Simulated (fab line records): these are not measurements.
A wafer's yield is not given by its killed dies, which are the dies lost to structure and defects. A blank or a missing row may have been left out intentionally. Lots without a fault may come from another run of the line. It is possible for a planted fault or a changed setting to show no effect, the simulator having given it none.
A lot that was struck, set against a sound lot || flow rit cmos || 20 out of 202 route steps
Sound: the wafers L322.2, L322.3, L322.5. Wafers L330.1, L330.2, L330.3 were the ones struck. The cause is named last.
Each step with rows lists, per side, the tool, then ch with its chambers, then its first start. Under that, the readings that differ: sound wafers || struck wafers || difference of the means || sigmas: that difference in standard deviations of wafers without a fault.
alike: readings whose means differ by less than 2 such deviations, and words and numbers that are the same on both sides. not compared: withheld readings, readings that some wafer has no value for, bounds like >300 that may hide the same value, and numbers for which the record gives no deviation and whose values overlap.
Wherever a step has rows on one side only, a row that says differs or no value, or a row with sigmas, the two part there. Numbers that don't overlap but have no deviation are shown without sigmas and don't part them. A reading that every wafer of one side lacks parts them only if that side has two wafers or more.

first, 2 steps without rows for these wafers: RIT_NSD_PEB_04; RIT_NSD_DEVELOP_05 (develop time 50 s).
RIT_NSD_OVL_MEAS_06:
  sound: overlay-01 at day 6 15:14; struck: overlay-02 at day 7 13:18
  alike: NSD_OVL
then, 2 steps without rows for these wafers: RIT_NSD_HARDBAKE_07 (time 60 s); RIT_NSD_IMPLANT_08.
RIT_NSD_STRIP_09: strips in O2, time 180 s.
  sound on plasma asher-03 ch 0, day 6 15:34; struck on plasma asher-03 ch 0,1, day 7 13:38
  alike: drypump motor current A
  not compared: rf hours counter h
RIT_NSD_TW_MEAS_10:
  sound: film metro-03 at day 6 15:45; struck: film metro-01 at day 7 13:49
  alike: NSD_TW
then, 5 steps without rows for these wafers: RIT_PSD_HMDS_00 (prime time 60 s); RIT_PSD_COAT_01 (resist thk 1000 nm); RIT_PSD_SOFTBAKE_02 (time 60 s); RIT_PSD_EXPOSE_03 (exposes mask M10, target cd 40900 nm); RIT_PSD_PEB_04.
RIT_PSD_DEVELOP_05: develop time 50 s.
  sound on litho track-02 ch 0, day 6 16:00; struck on litho track-02 ch 0, day 7 14:00
  alike: exhaust pa
RIT_PSD_OVL_MEAS_06:
  sound: overlay-01 at day 6 17:05; struck: overlay-01 at day 7 15:02
  alike: PSD_OVL
then, 2 steps without rows for these wafers: RIT_PSD_HARDBAKE_07 (time 60 s); RIT_PSD_IMPLANT_08.
RIT_PSD_STRIP_09: strips in O2, time 180 s.
  sound on plasma asher-04 ch 0,1, day 6 17:25; struck on plasma asher-03 ch 0,1, day 7 15:22
  alike: drypump motor current A
  not compared: rf hours counter h
RIT_PSD_TW_MEAS_10:
  sound: film metro-02 at day 6 17:36; struck: film metro-03 at day 7 15:32
{"reading": "PSD_TW", "sound": "3452 3444 3452", "struck": "30 30 30", "difference": -3419, "sigmas": "-99 or more"}
then, 1 step without rows for these wafers: RIT_SDANNEAL_CLEAN_00 (cleans in SC1, time 600 s).
RIT_M1_PROBE_99:
  sound: prober-01 at day 7 01:43; struck: prober-01 at day 7 23:20
{"reading": "killed at front end", "sound": "7 5 9", "struck": "264 264 264", "difference": "+257", "sigmas": "+83"}
{"reading": "killed dies", "sound": "7 5 9", "struck": "264 264 264", "difference": "+257", "sigmas": "+80"}
{"reading": "killed on rim", "sound": "3 1 3", "struck": "70 70 70", "difference": "+68", "sigmas": "+45"}
  alike: killed open, killed short

## WHERE THEY PART
First at RIT_PSD_TW_MEAS_10; last, within this record, at RIT_M1_PROBE_99.

WHY: what had been put in by the simulator
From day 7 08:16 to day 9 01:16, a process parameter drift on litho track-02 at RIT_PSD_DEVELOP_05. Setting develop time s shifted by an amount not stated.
